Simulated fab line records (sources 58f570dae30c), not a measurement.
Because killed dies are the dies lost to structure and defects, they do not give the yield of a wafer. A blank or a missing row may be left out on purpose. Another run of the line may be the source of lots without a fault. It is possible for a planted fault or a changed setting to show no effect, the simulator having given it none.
What tool caused it?    flow berkeleyCmos170    14 lots, 42 wafers sampled, at 3 steps of a route of 331

== WHAT THE GAUGES READ, wafer by wafer ==
UCB170_NWELL_OVL_MEAS_12.
lot   measured     on          NWELL_OVL (nm)
L184  day 2 14:39  overlay-02  -1 2 -8
L185  day 2 20:07  overlay-02  6 -4 4
L187  day 3 04:11  overlay-02  5 0 2
L186  day 3 04:17  overlay-01  -2 8 1
L188  day 3 08:14  overlay-01  -6 -6 -3
L190  day 4 00:35  overlay-02  -5 1 6
L191  day 4 05:06  overlay-02  2 -6 -5
L192  day 4 10:15  overlay-02  2 7 4
L196  day 5 05:07  overlay-02  5 9 -1
L197  day 5 11:14  overlay-02  2 -7 1
L203  day 6 14:34  overlay-01  -5 -6 5
L204  day 6 14:49  overlay-02  1 5 8
L205  day 7 09:19  overlay-02  -3 -11 -3
L206  day 7 09:58  overlay-01  0 -2 4

UCB170_PWELL_THK_MEAS_06.
lot   measured     on            PWELL_NITRIDE_THK (nm)
L184  day 3 06:05  filmMetro-01  221.8 221.2 220.6
L185  day 3 11:24  filmMetro-03  217.6 219.1 218.6
L187  day 3 22:40  filmMetro-04  217.8 218.1 217.8
L186  day 3 22:40  filmMetro-01  222.6 222.4 221.7
L188  day 3 22:40  filmMetro-03  220.1 218.5 218.6
L190  day 4 21:19  filmMetro-01  217.5 217.5 216.9
L191  day 4 21:19  filmMetro-04  223.2 222.9 224.2
L192  day 5 02:00  filmMetro-04  219.6 219.5 218.5
L196  day 6 00:01  filmMetro-01  215.7 217.4 214.8
L197  day 6 08:53  filmMetro-03  219.9 221.8 220.5
L203  day 7 09:40  filmMetro-04  220.5 221.1 221.8
L204  day 7 09:40  filmMetro-01  218.7 218.4 219.0
L205  day 8 02:24  filmMetro-03  222.5 222.1 221.3
L206  day 8 02:22  filmMetro-04  223.3 223.7 223.3

== WHICH TOOL RAN EACH LOT (tool, then ch and the chambers of the sampled wafers, then the start) ==
lot   UCB170_NWELL_STRIP_15
L184  plasmaAsher-03 ch 0,1, day 2 14:56
L185  plasmaAsher-03 ch 1, day 2 20:24
L187  plasmaAsher-03 ch 0,1, day 3 04:28
L186  plasmaAsher-04 ch 0,1, day 3 04:35
L188  plasmaAsher-03 ch 0,1, day 3 08:31
L190  plasmaAsher-04 ch 0,1, day 4 00:52
L191  plasmaAsher-03 ch 0,1, day 4 05:23
L192  plasmaAsher-03 ch 0, day 4 10:32
L196  plasmaAsher-03 ch 0,1, day 5 05:24
L197  plasmaAsher-01 ch 0,1, day 5 11:33
L203  plasmaAsher-01 ch 0,1, day 6 14:51
L204  plasmaAsher-04 ch 0,1, day 6 15:07
L205  plasmaAsher-04 ch 0,1, day 7 09:38
L206  plasmaAsher-01 ch 0,1, day 7 10:15
- UCB170_NWELL_STRIP_15: strips in O2.

== AS READ BY THE TOOLS THEMSELVES (means over the sampled wafers that have a number; for cases with no such wafer, the mark the record gives instead) ==
UCB170_NWELL_STRIP_15.
lot   tool            drypumpMotorCurrentA (A)  oesProductAu (a.u.)  stripTimeToEndpointS (s)
L184  plasmaAsher-03  5.60                      0.723                17.98
L185  plasmaAsher-03  5.56                      0.725                17.97
L187  plasmaAsher-03  5.59                      0.721                17.93
L186  plasmaAsher-04  5.93                      0.715                18.05
L188  plasmaAsher-03  5.59                      0.720                18.05
L190  plasmaAsher-04  5.78                      0.720                17.95
L191  plasmaAsher-03  5.59                      0.723                17.98
L192  plasmaAsher-03  5.60                      0.716                17.99
L196  plasmaAsher-03  5.59                      0.717                18.08
L197  plasmaAsher-01  5.55                      0.719                18.10
L203  plasmaAsher-01  5.78                      0.722                18.05
L204  plasmaAsher-04  5.92                      0.721                18.01
L205  plasmaAsher-04  5.92                      0.723                18.11
L206  plasmaAsher-01  5.56                      0.726                18.08

== THE ANSWER, worked out from the rows above alone ==
Rule: the lots themselves supply what counts as usual. The widest of any qualifying gaps counts: lots, ordered by their means at a reading, are off when they make up no more than a third of the lots, leave a main group of 4 or more, and stand apart from it by 3 or more times the standard deviation of that group's means. The tables above print the reading to a certain number of digits; a main group whose means all agree to those digits is not used. A lot without any number at a reading at which 4 lots or more have one is off too. The other lots that the step has rows for count as sound. First the gauges in route order, then the tools' own readings, where a lot's mean is used as printed above. The first step at which some lot is off is used, and at that step the reading that is off furthest; a lot without a number counts as furthest.
No lot is off at any reading shown: from this, nothing can be told.

== WHAT THE SIMULATOR PUT IN ==
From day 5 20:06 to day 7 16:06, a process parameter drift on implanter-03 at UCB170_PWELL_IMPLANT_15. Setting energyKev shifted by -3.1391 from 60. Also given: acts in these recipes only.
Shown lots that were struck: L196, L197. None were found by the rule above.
